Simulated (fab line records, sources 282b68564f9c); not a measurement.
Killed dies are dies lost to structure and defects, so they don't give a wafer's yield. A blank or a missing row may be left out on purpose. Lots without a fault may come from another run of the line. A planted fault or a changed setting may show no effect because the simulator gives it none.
fab line records | flow rit_cmos | part 2 of 2: steps 36 to 49 of 49
record lots=5 wafers=15 last_day=7
route steps=202 shown ACTIVE@13 FOX1@20 FOX2@23 NWELL@28 PWELL@39 WELLDRIVE@50 NRETRO@53
lots that met no fault: from a run of the same line without faults
start_h: hours from the record's first day to the start of the lot's first wafer shown | wait_h: hours since the lot's step before | " the same as in the row above | L1.1+2: a row that stands for several wafers | - no value, or no start given | * or withheld: withheld | < > ~ a bound
route shown NAME@n: a module of which the file shows steps, and the number in the route of the first | usual: mean/standard deviation of fault-free wafers | same: alike in all rows | chamber/n: place in a boat | sites: the reading at each site | _std_site: their standard deviation | _edge_site: outer sites' mean less inner sites' | radius_mm: how far each site lies from the wafer's centre | mask NAME#n: copy n | behind: the tool/chamber that last shaped the wafer | hold: why the lot was held/for how many hours/how that ended | device: the transistor (n, p or np) that didn't switch | end of line: the same wafers' tests at the end of the route | a step without rows: its recipe alone | killed: dies lost to structure and defects at the first sort, not the wafer's yield | map: a wafer's dies, x killed, . not, _ none there
set.NAME: the setting as run; set.NAME@STEP: as run at that earlier step | model.NAME: the simulator's own value behind a step, which no gauge read
lots at some steps of the route; a table a step, a row a wafer
services: from which hour (start_h, from the record's first day; less than 0 if before it) a tool's chamber was out of use, for how many hours, and why
## steps
# step RIT_PWELL_STRIP_09
# recipe chemistry=O2 time_s=180 resist=NOVOLAK platen_temp_c=withheld power_w=500 pressure_mtorr=4000 o2_flow_sccm=4000
# usual chamber_pressure_mTorr=4000/3.7 drypump_motor_current_A=6.1/0.4
# columns lot.wafer tool chamber start_h wait_h chamber_pressure_mTorr drypump_motor_current_A rf_hours_counter_h
L077.3 plasma_asher-01 1 39.41 0.1 3996 6.4 -
L077.4 " 0 " " 3998 5.6 -
L077.5 " 0 " " 4003 5.7 -
L083.3 plasma_asher-01 1 73.10 0.1 3993 6.4 -
L083.5 " 0 " " 4001 5.6 -
L083.6 " 1 " " 4009 6.4 -
L084.1 plasma_asher-01 1 78.94 0.1 4000 6.4 46
L084.2 " 0 " " 4000 5.6 46
L084.6 " 1 " " 3999 6.4 -
L090.1 plasma_asher-03 0 109.25 0.3 4001 6.8 48
L090.5 " 1 " " 4000 6.3 -
L090.6 " 0 " " 3995 6.8 -
L097.1 plasma_asher-01 0 138.39 0.1 4001 5.6 2
L097.3 " 0 " " 4000 5.6 -
L097.4 " 1 " " 3997 6.4 -
# step RIT_PWELL_TW_MEAS_10
# usual PWELL_TW=958/8.8
# columns lot.wafer tool chamber start_h wait_h PWELL_TW
L077.3 film_metro-02 - 39.55 0.1 969
L077.4 " - " " 965
L077.5 " - " " 966
L083.3 film_metro-02 - 73.24 0.1 964
L083.5 " - " " 969
L083.6 " - " " 968
L084.1 film_metro-04 - 79.11 0.1 950
L084.2 " - " " 948
L084.6 " - " " 951
L090.1 film_metro-01 - 109.43 0.1 958
L090.5 " - " " 965
L090.6 " - " " 962
L097.1 film_metro-04 - 138.56 0.1 946
L097.3 " - " " 949
L097.4 " - " " 946
# step RIT_WELLDRIVE_ANNEAL_00
# recipe temp_c=1100 time_s=14700 ambient=N2
# columns lot.wafer tool chamber start_h wait_h
L077.3+4+5 furnace-01 0 39.93 0.4
L083.3+5+6 furnace-01 0 74.62 1.4
L084.1+2+6 furnace-04 0 79.27 0.1
L090.1+5+6 furnace-03 0 110.45 1.0
L097.1+3+4 furnace-04 0 138.66 0.1
# step RIT_WELLDRIVE_RS_MEAS_01
# recipe thk_meas_gauge=four-point-probe
# usual NWELL_RS=275.3/0.69
# columns lot.wafer tool chamber start_h wait_h NWELL_RS[ohm/sq]
L077.3 film_metro-02 - 45.05 0.0 273.9
L077.4 " - " " 274.8
L077.5 " - " " 274.3
L083.3 film_metro-01 - 79.74 0.0 276.0
L083.5 " - " " 275.5
L083.6 " - " " 275.3
L084.1 film_metro-02 - 84.35 0.0 275.4
L084.2 " - " " 274.6
L084.6 " - " " 274.6
L090.1 film_metro-04 - 115.53 0.0 274.7
L090.5 " - " " 275.4
L090.6 " - " " 275.0
L097.1 film_metro-04 - 143.74 0.0 276.3
L097.3 " - " " 275.9
L097.4 " - " " 276.5
# step RIT_WELLDRIVE_RS_MEAS_02
# recipe thk_meas_gauge=four-point-probe
# usual PWELL_RS=429.1/1.2
# columns lot.wafer tool chamber start_h wait_h PWELL_RS[ohm/sq]
L077.3 film_metro-02 - 45.17 0.1 428.8
L077.4 " - " " 429.0
L077.5 " - " " 429.8
L083.3 film_metro-01 - 79.86 0.1 429.5
L083.5 " - " " 428.8
L083.6 " - " " 428.6
L084.1 film_metro-02 - 84.47 0.1 429.4
L084.2 " - " " 431.6
L084.6 " - " " 431.1
L090.1 film_metro-04 - 115.65 0.1 428.5
L090.5 " - " " 428.4
L090.6 " - " " 429.5
L097.1 film_metro-04 - 143.86 0.1 429.4
L097.3 " - " " 428.4
L097.4 " - " " 428.0
# step RIT_NRETRO_HMDS_00
# recipe prime_time_s=60 prime_temp_c=140
# columns lot.wafer tool chamber start_h wait_h
L077.3+4+5 litho_track-04 0 45.30 0.1
L083.3+5+6 litho_track-02 0 79.99 0.1
L084.1+2+6 litho_track-02 0 84.59 0.1
L090.1+5+6 litho_track-03 0 115.77 0.1
L097.1+3+4 litho_track-03 0 143.98 0.1
# step RIT_NRETRO_COAT_01
# recipe resist=NOVOLAK spin_rpm=2000 resist_thk_nm=1300
# columns lot.wafer tool chamber start_h wait_h
L077.3+4+5 litho_track-04 0 45.45 0.1
L083.3+5+6 litho_track-02 0 80.14 0.1
L084.1+2+6 litho_track-02 0 84.74 0.1
L090.1+5+6 litho_track-03 0 115.92 0.1
L097.1+3+4 litho_track-03 0 144.13 0.1
# step RIT_NRETRO_SOFTBAKE_02
# recipe resist=NOVOLAK temp_c=90 time_s=60
# columns lot.wafer tool chamber start_h wait_h
L077.3+4+5 litho_track-04 0 45.60 0.1
L083.3+5+6 litho_track-02 0 80.29 0.1
L084.1+2+6 litho_track-02 0 84.89 0.1
L090.1+5+6 litho_track-03 0 116.07 0.1
L097.1+3+4 litho_track-03 0 144.28 0.1
# step RIT_NRETRO_EXPOSE_03
# recipe mask_id=M4 na=0.57 target_cd_nm=43900 dose_mj=250
# columns lot.wafer tool chamber start_h wait_h mask
L077.3+4+5 iline_stepper-01 0 45.74 0.1 M4#0
L083.3+5+6 iline_stepper-01 0 80.43 0.1 M4#0
L084.1+2+6 iline_stepper-01 0 85.04 0.1 M4#0
L090.1+5+6 iline_stepper-01 0 116.22 0.1 M4#0
L097.1+3+4 iline_stepper-01 0 144.56 0.2 M4#0
# step RIT_NRETRO_PEB_04
# recipe resist=NOVOLAK temp_c=withheld time_s=withheld
# columns lot.wafer tool chamber start_h wait_h
L077.3+4+5 litho_track-03 0 46.03 0.3
L083.3+5+6 litho_track-02 0 80.56 0.1
L084.1+2+6 litho_track-03 0 85.16 0.1
L090.1+5+6 litho_track-02 0 116.59 0.3
L097.1+3+4 litho_track-04 0 144.67 0.1
# step RIT_NRETRO_DEVELOP_05
# recipe resist=NOVOLAK develop_time_s=68 dev_temp_c=23
# columns lot.wafer tool chamber start_h wait_h
L077.3+4+5 litho_track-03 0 - -
L083.3+5+6 litho_track-02 0 - -
L084.1+2+6 litho_track-03 0 - -
L090.1+5+6 litho_track-02 0 - -
L097.1+3+4 litho_track-04 0 - -
# step RIT_NRETRO_OVL_MEAS_06
# usual NRETRO_OVL=0.5/1.4
# columns lot.wafer tool chamber start_h wait_h NRETRO_OVL[nm]
L077.3 overlay-02 - 46.31 - 0.7
L077.4 " - " " 0.0
L077.5 " - " " 1.3
L083.3 overlay-02 - 80.83 - 2.0
L083.5 " - " " -0.5
L083.6 " - " " 3.1
L084.1 overlay-02 - 85.47 - 1.4
L084.2 " - " " 2.4
L084.6 " - " " 2.3
L090.1 overlay-02 - 116.90 - 2.0
L090.5 " - " " 0.2
L090.6 " - " " 2.4
L097.1 overlay-02 - 144.99 - 2.1
L097.3 " - " " 2.0
L097.4 " - " " 2.0
# step RIT_NRETRO_HARDBAKE_07
# recipe resist=NOVOLAK temp_c=140 time_s=120
# columns lot.wafer tool chamber start_h wait_h
L077.3+4+5 litho_track-04 0 46.48 0.2
L083.3+5+6 litho_track-03 0 80.94 0.1
L084.1+2+6 litho_track-03 0 85.51 0.0
L090.1+5+6 litho_track-02 0 116.94 0.0
L097.1+3+4 litho_track-02 0 145.02 0.0
# step RIT_NRETRO_IMPLANT_08
# recipe species=P energy_kev=70 dose_cm2=1e+13 tilt_deg=7
# usual dose_ions_cm2=1.0001e+13/1.4e+10
# columns lot.wafer tool chamber start_h wait_h dose_ions_cm2
L077.3 implanter-04 0 46.70 0.2 1.0012e+13
L077.4 " 0 " " 1.0021e+13
L077.5 " 0 " " 1.0001e+13
L083.3 implanter-04 0 81.16 0.2 1.0009e+13
L083.5 " 0 " " 1.002e+13
L083.6 " 0 " " 1.0008e+13
L084.1 implanter-04 0 85.76 0.2 1.0011e+13
L084.2 " 0 " " 9.998e+12
L084.6 " 0 " " 1.0004e+13
L090.1 implanter-02 0 117.19 0.2 9.999e+12
L090.5 " 0 " " 1.0017e+13
L090.6 " 0 " " 1.0027e+13
L097.1 implanter-02 0 145.27 0.2 1e+13
L097.3 " 0 " " 1.0012e+13
L097.4 " 0 " " 9.993e+12
## services
# columns tool chamber start_h hours kind
iline_stepper-02 - 11.90 4.4 pm
plasma_asher-01 - 15.18 0.6 repair
furnace-01 - 22.00 2.3 repair
rie_diel-01 3 23.50 10.1 repair
plasma_asher-02 - 26.21 1.6 repair
iline_stepper-01 - 26.57 0.5 repair
rie_diel-01 1 29.18 3.3 repair
rie_diel-03 3 29.23 4.8 repair
implanter-01 - 30.53 3.9 pm
implanter-02 - 34.70 0.8 repair
plasma_asher-03 - 56.59 2.4 repair
furnace-03 - 57.56 3.0 pm
iline_stepper-01 - 60.11 1.7 pm
iline_stepper-02 - 70.32 1.7 pm
implanter-04 - 76.29 4.6 pm
rie_diel-01 3 77.46 16.6 repair
iline_stepper-02 - 89.21 3.4 repair
furnace-04 - 97.05 2.6 pm
implanter-01 - 97.06 5.9 repair
implanter-02 - 101.02 1.8 repair
furnace-01 - 102.88 4.3 pm
plasma_asher-02 - 105.02 4.3 repair
plasma_asher-01 - 108.75 9.0 pm
plasma_asher-02 - 135.24 0.7 repair
